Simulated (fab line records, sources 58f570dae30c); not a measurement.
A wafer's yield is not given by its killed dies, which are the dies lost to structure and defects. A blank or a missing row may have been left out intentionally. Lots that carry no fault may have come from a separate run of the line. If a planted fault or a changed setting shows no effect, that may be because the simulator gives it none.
A lot that was struck, set against a sound lot + flow berkeley_cmos170 + 8 steps out of a route of 331
Sound: the wafers L712.2, L712.3, L712.5. Wafers struck: L716.1, L716.3, L716.6. Last of all comes the cause.
At each step with rows: each side's tool, then ch and its chambers, then its first start. Under that, the readings that differ: sound wafers + struck wafers + difference of the means + sigmas: that difference in standard deviations of wafers without a fault.
alike: same words and numbers on both sides, and readings whose means sit less than 2 such deviations apart. not compared: any withheld reading, any reading some wafer has no value for, any bound like >300 that may hide the same value, and any number with overlapping values for which the record gives no deviation.
The two part at a step that has a row with sigmas, a row that says differs or no value, or rows on one side only. Numbers that don't overlap but have no deviation are shown without sigmas and don't part them. Lack of a reading on every wafer of one side parts them only where that side has two or more wafers.

UCB170_START_BOW_MEAS_00:
  struck on film_metro-01, day 4 03:00; sound on film_metro-02, day 3 07:01
  alike: INCOMING_BOW
then, 2 steps without rows for these wafers: UCB170_START_CLEAN_01 (cleans in dHF, time 60 s); UCB170_START_OXIDATION_02 (target thk 20 nm, ox time 1800 s).
UCB170_START_THK_MEAS_03:
  struck on film_metro-03, day 4 07:28; sound on film_metro-01, day 3 11:13
  alike: START_OXIDE_THK
then, 1 step without rows for these wafers: UCB170_START_ANNEAL_04 (time 1200 s).
UCB170_ZERO_HMDS_00: prime time 60 s.
  sound on litho_track-01 ch 0, day 3 16:22; struck on litho_track-03 ch 0, day 4 10:18
| reading          | sound              | struck            | difference | sigmas |
|------------------|--------------------|-------------------|------------|--------|
| prime_temp_c (C) | 100.01 99.77 99.97 | 97.87 97.83 98.07 | -1.99      | -14    |
  alike: resist_line_temp_C
then, 1 step without rows for these wafers: UCB170_ZERO_COAT_01 (resist thk 900 nm).
-- the record jumps here: 6 days lie between the struck wafers' starts before and after (it left off in module ZERO and takes up again in module M3, whose first step shown is number 331 of the route) --
UCB170_M3_PROBE_99:
  record: rows for the struck wafers here (prober-01, day 10 05:52), none for the sound ones

== WHERE THEY PART ==
Earliest at UCB170_ZERO_HMDS_00; latest, in this record, at UCB170_M3_PROBE_99.

WHY: the cause the simulator had injected
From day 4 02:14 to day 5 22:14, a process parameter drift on litho_track-03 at UCB170_ZERO_HMDS_00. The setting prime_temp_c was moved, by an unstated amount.
